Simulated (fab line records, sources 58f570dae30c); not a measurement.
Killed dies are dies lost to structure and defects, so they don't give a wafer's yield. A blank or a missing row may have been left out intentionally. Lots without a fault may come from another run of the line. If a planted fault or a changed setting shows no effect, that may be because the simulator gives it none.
Problem report in the 8D (eight disciplines) form, filled by code | flow berkeley_cmos170 | the parts of the form that need people (team, actions taken, sign-off) are left out

## 1. WHAT IS WRONG
Wafers free of any fault read 75.6 ohm/sq (standard deviation 0.31) for PSD_RS at UCB170_SDANNEAL_RS_MEAS_02, against a mean of 83.7 ohm/sq on 9 wafers of 3 lots. That puts it +26 standard deviations away from the usual mean.
The step: measures by four-point-probe.
Earliest sighting: wafer L233.1 on film_metro-02 at day 8 06:31. The record holds 36 wafers of 12 lots with a number at this step. Rule for "out", or "out of limits": more than 4 standard deviations from the usual mean. The other wafers with a number count as sound.

## 2. WHAT THIS IS AND IS NOT
question                    | is                           | is not
which readings at this step | PSD_RS                       | -
which lots                  | L233, L234, L237             | L225, L226, L227, L228, L229, L241, L246, L247, L248
which wafers of those lots  | all that have a number       | -
read on which gauges        | film_metro-02, film_metro-04 | film_metro-01
when                        | from day 8 06:31             | up to then (15 sound wafers); but 12 sound wafers of L241, L246, L247, L248 came after

## 3. SUSPECTS, AND WHAT RULES EACH OUT
Counting: a tool at any process step up to the reading remains a suspect when it ran all the lots that are out and ran no sound lot after the first of those.
- the gauge at UCB170_SDANNEAL_RS_MEAS_02 is ruled out. 2 gauges (film_metro-02, film_metro-04) read the wafers that are out.
- rtp_anneal-02 at UCB170_SDANNEAL_RTA_01 (time 5.204 s): ruled out as a lasting fault. After its first lot that is out, L233 (day 8 06:27), sound lots L248 ran on it.
Left after counting: nothing in the record.

## 4. THE CAUSE (what the simulator had put in)
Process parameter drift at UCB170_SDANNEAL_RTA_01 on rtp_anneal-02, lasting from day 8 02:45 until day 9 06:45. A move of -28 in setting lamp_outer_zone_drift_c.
Counting ruled it out, wrongly: the rule takes a fault to strike every lot that its tool runs from its start on, and this one did not.

## 5. SEQUENCE OF EFFECTS, ordered by route
Each row: a reading where the mean over the struck wafers with a number is more than 3 standard deviations away from the usual. Only readings whose record carries a usual standard deviation are examined. hours: median over the lots of the time between each lot's start at the first step of this table that gives one and its start at this step. sigmas: the change, counted in usual standard deviations.
hours | step                       | reading | usual        | on struck wafers | change | sigmas
0     | UCB170_SDANNEAL_RS_MEAS_02 | PSD_RS  | 75.6 ohm/sq  | 83.7             | +8.1   | +26
0     | UCB170_SDANNEAL_RS_MEAS_03 | NSD_RS  | 37.17 ohm/sq | 38.23            | +1.06  | +12
Later steps that measure or inspect, where all struck wafers having a row at the step show a number for every such reading and not one has moved that far: UCB170_SDANNEAL_RS_MEAS_04.

## 6. WHAT WOULD HAVE CAUGHT IT SOONER
The first out-of-limits reading at a measuring or inspecting step in this record came at day 8 06:31, 4 hours after the fault's start at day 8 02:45.
An alarm limit of 4 standard deviations would not have fired on the tool readings at UCB170_SDANNEAL_RTA_01 for which the record gives a usual standard deviation, since none of them was out on any struck wafer.
